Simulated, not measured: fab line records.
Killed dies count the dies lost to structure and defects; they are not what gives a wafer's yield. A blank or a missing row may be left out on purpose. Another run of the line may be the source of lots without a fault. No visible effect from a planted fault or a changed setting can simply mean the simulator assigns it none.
Matching of chambers | flow berkeley-cmos170 | UCB170_V1_CMP_02 on cmp-02: 4 sister chambers
The step polishes SiO2. 20 wafers are shown with their chamber, then 10 later ones without.

== EACH WAFER AND ITS CHAMBER ==
wafer  | chamber | motor-current-A (A) | head-pressure-psi (psi)
L792.2 | 2       | 15.4                | 5.985
L792.3 | 1       | 18.1                | 5.989
L792.6 | 3       | 16.4                | 5.959
L793.1 | 2       | 15.9                | 5.993
L793.2 | 1       | 17.4                | 6.003
L793.4 | 3       | 16.7                | 5.998
L795.1 | 0       | 15.0                | 5.978
L795.2 | 2       | 14.4                | 6.012
L795.6 | 0       | 14.5                | 6.000
L798.1 | 3       | 15.8                | 6.001
L798.3 | 2       | 15.6                | 6.018
L798.4 | 1       | 18.3                | 5.987
L797.2 | 1       | 18.6                | 6.001
L797.3 | 2       | 15.0                | 6.012
L797.4 | 3       | 15.5                | 6.000
L800.2 | 0       | 15.2                | 5.982
L800.5 | 0       | 14.8                | 5.990
L800.6 | 3       | 15.6                | 6.000
L803.2 | 2       | 15.3                | 6.005
L803.4 | 0       | 15.9                | 5.979

SIGNATURES, as means of the wafers listed above
reading           | chamber 0 | chamber 1 | chamber 2 | chamber 3 | scatter within a chamber
motor-current-A   | 15.080    | 18.100    | 15.267    | 16.000    | 0.521
head-pressure-psi | 5.98580   | 5.99500   | 6.00417   | 5.99160   | 0.0129
Rule: distance of a wafer from a chamber = root of the sum over the readings of ((wafer's reading minus chamber's mean) / reading's scatter) squared. The wafer belongs to the nearest chamber; if the next one is less than 2 further off, it can't be placed. How the scatter is found: for the shown wafers, subtract from each reading the mean of its chamber, square and add these, divide the total by (wafers less chambers), then take the root.

== WAFERS MISSING THEIR CHAMBER ==
wafer  | motor-current-A (A) | head-pressure-psi (psi)
L803.5 | 15.9                | 5.995
L804.3 | 15.9                | 6.010
L804.5 | 17.1                | 5.999
L804.6 | 15.3                | 6.033
L812.2 | 15.5                | 6.017
L812.4 | 18.5                | 6.007
L812.6 | 18.3                | 6.017
L815.2 | 15.6                | 5.998
L815.5 | 15.1                | 5.972
L815.6 | 14.9                | 6.010

== EACH ONE'S CHAMBER ==
wafer  | from the rows above          | in truth
L803.5 | can't be placed: 3 or 2 or 0 | 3
L804.3 | can't be placed: 2 or 3 or 0 | 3
L804.5 | can't be placed: 1 or 3 or 2 | 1
L804.6 | can't be placed: 2 or 3 or 0 | 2
L812.2 | can't be placed: 2 or 3 or 0 | 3
L812.4 | 1                            | 1
L812.6 | 1                            | 1
L815.2 | can't be placed: 2 or 3 or 0 | 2
L815.5 | can't be placed: 0 or 3 or 2 | 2
L815.6 | can't be placed: 2 or 0 or 3 | 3
Correct placement for 2 of the 10. Unplaceable from these rows: 8, with the true chamber sitting among the candidates in 8. Number placed wrongly: 0.
